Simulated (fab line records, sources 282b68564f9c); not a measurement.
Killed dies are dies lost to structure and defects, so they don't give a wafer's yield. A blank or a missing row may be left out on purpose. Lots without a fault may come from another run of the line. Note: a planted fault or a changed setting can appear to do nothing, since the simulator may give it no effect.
What tool caused it? + flow ritCmos + 13 lots with 39 wafers sampled at 6 steps, on a route of 202 steps

WHAT THE GAUGES SHOWED, per wafer
RIT_NLDD_TW_MEAS_10.
| lot  | measured    | on           | NLDD_TW        |
|------|-------------|--------------|----------------|
| L828 | day 2 18:43 | filmMetro-01 | 2510 2493 2497 |
| L829 | day 3 01:19 | filmMetro-03 | 2470 2447 2453 |
| L830 | day 3 05:36 | filmMetro-01 | 2487 2486 2479 |
| L831 | day 3 13:02 | filmMetro-03 | 2465 2452 2462 |
| L832 | day 3 15:21 | filmMetro-01 | 2493 2500 2492 |
| L833 | day 3 18:23 | filmMetro-04 | 2489 2479 2468 |
| L834 | day 4 03:07 | filmMetro-01 | 2486 2485 2495 |
| L843 | day 5 22:57 | filmMetro-01 | 2685 2674 2668 |
| L846 | day 6 14:33 | filmMetro-03 | 2633 2628 2622 |
| L847 | day 6 21:53 | filmMetro-01 | 2515 2520 2523 |
| L848 | day 6 23:41 | filmMetro-04 | 2489 2483 2467 |
| L849 | day 7 03:24 | filmMetro-03 | 2447 2458 2461 |
| L850 | day 7 08:31 | filmMetro-03 | 2456 2455 2462 |

RIT_SDANNEAL_RS_MEAS_07: measures by four-point-probe.
| lot  | measured    | on           | NLDD_RS (ohm/sq)  |
|------|-------------|--------------|-------------------|
| L828 | day 3 02:34 | filmMetro-04 | 151.3 151.9 151.9 |
| L829 | day 3 09:05 | filmMetro-03 | 152.0 152.1 152.0 |
| L830 | day 3 13:45 | filmMetro-04 | 151.5 151.7 151.7 |
| L831 | day 3 21:14 | filmMetro-01 | 150.9 151.3 151.4 |
| L832 | day 3 23:13 | filmMetro-01 | 150.6 150.6 150.8 |
| L833 | day 4 02:26 | filmMetro-03 | 151.0 151.3 150.7 |
| L834 | day 4 11:30 | filmMetro-01 | 150.8 151.6 151.1 |
| L843 | day 6 07:09 | filmMetro-04 | 122.7 122.3 122.5 |
| L846 | day 6 23:36 | filmMetro-03 | 122.9 122.7 122.9 |
| L847 | day 7 05:59 | filmMetro-01 | 151.8 151.8 151.6 |
| L848 | day 7 08:01 | filmMetro-03 | 151.2 151.7 151.2 |
| L849 | day 7 11:25 | filmMetro-03 | 151.8 151.2 151.2 |
| L850 | day 7 16:31 | filmMetro-01 | 151.1 151.9 152.0 |

RIT_CONTACT_CD_MEAS_90: target cd 1000 nm.
| lot  | measured    | on       | cdNm (nm)            |
|------|-------------|----------|----------------------|
| L828 | day 3 04:57 | cdSem-02 | 1000.8 1001.3 1003.2 |
| L829 | day 3 11:36 | cdSem-02 | 999.3 998.0 1000.4   |
| L830 | day 3 16:23 | cdSem-01 | 1002.2 1001.6 999.6  |
| L831 | day 3 23:46 | cdSem-01 | 998.9 997.8 1000.3   |
| L832 | day 4 01:41 | cdSem-01 | 1001.4 1000.0 1003.3 |
| L833 | day 4 05:11 | cdSem-01 | 998.8 998.6 998.6    |
| L834 | day 4 14:01 | cdSem-01 | 1002.0 1000.2 1000.8 |
| L843 | day 6 09:41 | cdSem-02 | 1006.3 1004.3 1005.7 |
| L846 | day 7 02:08 | cdSem-01 | 1003.9 1006.1 1003.2 |
| L847 | day 7 08:28 | cdSem-02 | 998.6 995.1 996.3    |
| L848 | day 7 10:25 | cdSem-02 | 1002.6 1002.5 1002.2 |
| L849 | day 7 13:58 | cdSem-02 | 999.7 997.5 1000.2   |
| L850 | day 7 18:55 | cdSem-02 | 1000.3 1002.3 999.8  |

RIT_M1_CD_MEAS_90: target cd 2600 nm.
| lot  | measured    | on       | cdNm (nm)      |
|------|-------------|----------|----------------|
| L828 | day 3 07:49 | cdSem-02 | 2604 2601 2600 |
| L829 | day 3 14:30 | cdSem-01 | 2593 2594 2601 |
| L830 | day 3 19:18 | cdSem-02 | 2600 2598 2600 |
| L831 | day 4 02:31 | cdSem-01 | 2600 2604 2597 |
| L832 | day 4 05:02 | cdSem-01 | 2602 2599 2598 |
| L833 | day 4 08:15 | cdSem-01 | 2601 2598 2599 |
| L834 | day 4 16:49 | cdSem-02 | 2603 2602 2601 |
| L843 | day 6 12:27 | cdSem-01 | 2597 2600 2596 |
| L846 | day 7 04:59 | cdSem-01 | 2602 2594 2598 |
| L847 | day 7 11:29 | cdSem-02 | 2598 2600 2597 |
| L848 | day 7 13:17 | cdSem-01 | 2607 2604 2600 |
| L849 | day 7 16:50 | cdSem-02 | 2595 2589 2597 |
| L850 | day 7 21:40 | cdSem-02 | 2599 2601 2602 |

TOOL THAT RAN EACH LOT (tool first, then ch and the chambers of the sampled wafers, then the start)
| lot  | RIT_PRETRO_STRIP_09                | RIT_NLDD_IMPLANT_08            |
|------|------------------------------------|--------------------------------|
| L828 | plasmaAsher-03 ch 0,1, day 2 08:37 | implanter-01 ch 0, day 2 18:23 |
| L829 | plasmaAsher-02 ch 0,1, day 2 14:57 | implanter-04 ch 0, day 3 01:00 |
| L830 | plasmaAsher-04 ch 0,1, day 2 19:06 | implanter-02 ch 0, day 3 05:16 |
| L831 | plasmaAsher-02 ch 0,1, day 2 22:54 | implanter-04 ch 0, day 3 12:43 |
| L832 | plasmaAsher-02 ch 0,1, day 3 02:55 | implanter-02 ch 0, day 3 15:01 |
| L833 | plasmaAsher-03 ch 0,1, day 3 08:28 | implanter-04 ch 0, day 3 18:05 |
| L834 | plasmaAsher-02 ch 0,1, day 3 16:19 | implanter-04 ch 0, day 4 02:49 |
| L843 | plasmaAsher-04 ch 0, day 5 13:14   | implanter-01 ch 0, day 5 22:38 |
| L846 | plasmaAsher-04 ch 0,1, day 6 02:20 | implanter-01 ch 0, day 6 14:16 |
| L847 | plasmaAsher-02 ch 0,1, day 6 07:16 | implanter-04 ch 0, day 6 21:34 |
| L848 | plasmaAsher-04 ch 0,1, day 6 13:46 | implanter-04 ch 0, day 6 23:16 |
| L849 | plasmaAsher-03 ch 0,1, day 6 17:29 | implanter-02 ch 0, day 7 03:05 |
| L850 | plasmaAsher-02 ch 1, day 6 22:05   | implanter-04 ch 0, day 7 08:11 |
- RIT_PRETRO_STRIP_09: strips in O2, time 180 s.
- RIT_NLDD_IMPLANT_08

WHAT THE TOOLS THEMSELVES READ (means of the sampled wafers that have a number; where no wafer has one, the mark that the record gives instead)
RIT_PRETRO_STRIP_09.
| lot  | tool           | drypumpMotorCurrentA (A) | rfReflPowerW (W) |
|------|----------------|--------------------------|------------------|
| L828 | plasmaAsher-03 | 5.6                      | 6.4              |
| L829 | plasmaAsher-02 | 6.3                      | 6.9              |
| L830 | plasmaAsher-04 | 5.6                      | 5.7              |
| L831 | plasmaAsher-02 | 6.0                      | 7.2              |
| L832 | plasmaAsher-02 | 6.3                      | 7.0              |
| L833 | plasmaAsher-03 | 5.7                      | 6.1              |
| L834 | plasmaAsher-02 | 6.1                      | 7.3              |
| L843 | plasmaAsher-04 | 5.6                      | 4.9              |
| L846 | plasmaAsher-04 | 5.5                      | 6.4              |
| L847 | plasmaAsher-02 | 6.3                      | 6.8              |
| L848 | plasmaAsher-04 | 5.5                      | 5.7              |
| L849 | plasmaAsher-03 | 5.7                      | 6.2              |
| L850 | plasmaAsher-02 | 5.8                      | 7.7              |

RIT_NLDD_IMPLANT_08.
| lot  | tool         | doseIonsCm2 | faradayCurrentUA |
|------|--------------|-------------|------------------|
| L828 | implanter-01 | 5e+14       | 1581             |
| L829 | implanter-04 | 5e+14       | 1568             |
| L830 | implanter-02 | 5e+14       | 1591             |
| L831 | implanter-04 | 5e+14       | 1587             |
| L832 | implanter-02 | 5e+14       | 1588             |
| L833 | implanter-04 | 5e+14       | 1591             |
| L834 | implanter-04 | 5e+14       | 1600             |
| L843 | implanter-01 | 7e+14       | 2048             |
| L846 | implanter-01 | 7e+14       | 2006             |
| L847 | implanter-04 | 5e+14       | 1563             |
| L848 | implanter-04 | 5e+14       | 1561             |
| L849 | implanter-02 | 5e+14       | 1564             |
| L850 | implanter-04 | 5e+14       | 1580             |

THE ANSWER, worked out from the rows above alone
Rule: the usual values come from the lots themselves. Put in order of their means at a reading, lots are off if they are a third of the lots or fewer, leave a main group of 4 or more, and stand apart from it by a gap of 3 or more times the standard deviation of the main group's means; of several such gaps the widest counts. The tables above print the reading to a certain number of digits; a main group whose means all agree to those digits is not used. A lot without any number at a reading at which 4 lots or more have one is off too. Any other lot the step has rows for is counted as sound. The gauges are gone through in route order, then the tools' own readings, and for those a lot's mean is taken as printed above. The first step at which some lot is off is used, and at that step the reading that is off furthest; a lot without a number counts as furthest.
Off: L843, L846, at RIT_NLDD_TW_MEAS_10 (NLDD_TW). For the main group the mean is 2480 and the standard deviation 20.
A tool fits if, at a process step before that reading, it ran every lot that is off, and no sound lot after the first of them. The gauges at RIT_NLDD_TW_MEAS_10 aren't tried: what is off there is off at RIT_NLDD_IMPLANT_08 too, on other tools, and a gauge's error can't cause that. One candidate fits, namely implanter-01 at RIT_NLDD_IMPLANT_08. Its last sound lot is L828 (day 2 18:23), its first lot that is off L843 (day 5 22:38): a fault that began between those two fits.
The tool's own readings at RIT_NLDD_IMPLANT_08 bear it out: on the lots that are off they differ by more than 5 times the standard deviation of the sound lots' means. doseIonsCm2 reads 7e+14 there against 5e+14 on the sound lots; faradayCurrentUA reads 2027 there against 1579 on the sound lots.

WHAT WAS PUT IN BY THE SIMULATOR
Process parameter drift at RIT_NLDD_IMPLANT_08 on implanter-01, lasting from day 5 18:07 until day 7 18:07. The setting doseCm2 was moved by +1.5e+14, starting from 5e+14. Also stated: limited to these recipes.
Shown lots that were struck: L843, L846. The same result came from the rule above.
